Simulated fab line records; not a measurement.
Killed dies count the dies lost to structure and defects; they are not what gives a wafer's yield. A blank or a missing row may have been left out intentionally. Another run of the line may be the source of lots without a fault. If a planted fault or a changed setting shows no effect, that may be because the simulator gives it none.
Shared-tool check ; flow ritCmos ; Sample size 13 lots and 39 wafers

REASON FOR OPENING
Of 13 lots, 2 have the reading NSD_TW flagged at RIT_NSD_TW_MEAS_10. No-fault wafers: 3118, standard deviation 44.
Rule: a lot gets a flag if all its wafers with a number sit over 4 standard deviations from that mean, or if no wafer of it has a number. As for the other lots, they are considered sound.

lot;measured;on;NSD_TW, wafer by wafer;flag
L454;day 3 05:05;filmMetro-03;3081 3067 3075;
L455;day 3 07:07;filmMetro-04;3089 3084 3067;
L456;day 3 15:30;filmMetro-04;3079 3097 3084;
L457;day 3 17:03;filmMetro-02;3172 3168 3160;
L458;day 3 23:40;filmMetro-02;3156 3145 3155;
L459;day 4 01:42;filmMetro-03;3080 3088 3090;
L462;day 4 16:14;filmMetro-02;2903 2900 2907;FLAGGED
L464;day 5 01:48;filmMetro-02;2896 2877 2902;FLAGGED
L468;day 5 21:36;filmMetro-03;3075 3106 3086;
L472;day 6 17:26;filmMetro-02;3203 3173 3193;
L473;day 6 22:56;filmMetro-03;3099 3075 3073;
L475;day 7 08:35;filmMetro-03;3083 3073 3089;
L477;day 7 17:40;filmMetro-03;3099 3079 3106;
The numbers of the flagged lots are 2898 on average: -220 against the usual, or -5 standard deviations.

EACH LOT AND THE TOOL IT RAN ON
The record keeps 1 process step preceding the reading, out of 202 steps on the route. Cell contents, in order: the tool; ch with the chambers the sampled wafers went through; the start.
lot;flag;RIT_NSD_IMPLANT_08
L454;;implanter-03 ch 0, day 3 04:47
L455;;implanter-02 ch 0, day 3 06:49
L456;;implanter-03 ch 0, day 3 15:11
L457;;implanter-02 ch 0, day 3 16:45
L458;;implanter-02 ch 0, day 3 23:21
L459;;implanter-03 ch 0, day 4 01:25
L462;FLAGGED;implanter-03 ch 0, day 4 15:54
L464;FLAGGED;implanter-03 ch 0, day 5 01:29
L468;;implanter-02 ch 0, day 5 21:17
L472;;implanter-04 ch 0, day 6 17:06
L473;;implanter-02 ch 0, day 6 22:38
L475;;implanter-04 ch 0, day 7 08:16
L477;;implanter-02 ch 0, day 7 17:20
What is done by these steps:
- RIT_NSD_IMPLANT_08
- RIT_NSD_TW_MEAS_10

FLAGGED OVER TOTAL, TOOL BY TOOL (the gauges that took the reading come last)
step;tool;lots run;flagged;share of the flagged lots;sound lots run after its first flagged lot
RIT_NSD_IMPLANT_08;implanter-02;6;0;none;-
RIT_NSD_IMPLANT_08;implanter-03;5;2;all;0
RIT_NSD_IMPLANT_08;implanter-04;2;0;none;-
RIT_NSD_TW_MEAS_10;filmMetro-02;5;2;all;1 (L472)
RIT_NSD_TW_MEAS_10;filmMetro-03;6;0;none;-
RIT_NSD_TW_MEAS_10;filmMetro-04;2;0;none;-

WHAT THE TABLE ALLOWS
Every flagged lot went through 2 rows of the table: implanter-03 at RIT_NSD_IMPLANT_08 and filmMetro-02 at RIT_NSD_TW_MEAS_10.
- implanter-03 at RIT_NSD_IMPLANT_08: 2 of its 5 lots flagged. Last sound lot L459 at day 4 01:25, first flagged lot L462 at day 4 15:54; a fault beginning in between fits. Its own readings lie more than 4 standard deviations out on every wafer of the flagged lots: beamEnergyKeV.
- filmMetro-02 at RIT_NSD_TW_MEAS_10: 2 of its 5 lots flagged. Sound lots ran on it after the first flagged one (L472), which a lasting fault on the whole tool wouldn't allow.
Left over: one tool, implanter-03 at RIT_NSD_IMPLANT_08.

WHAT THE SIMULATOR HAD PUT IN
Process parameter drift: implanter-03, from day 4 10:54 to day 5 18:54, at RIT_NSD_IMPLANT_08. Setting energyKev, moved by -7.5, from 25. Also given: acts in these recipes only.
Shown lots that were struck: L462, L464. The rule above reached the same finding.
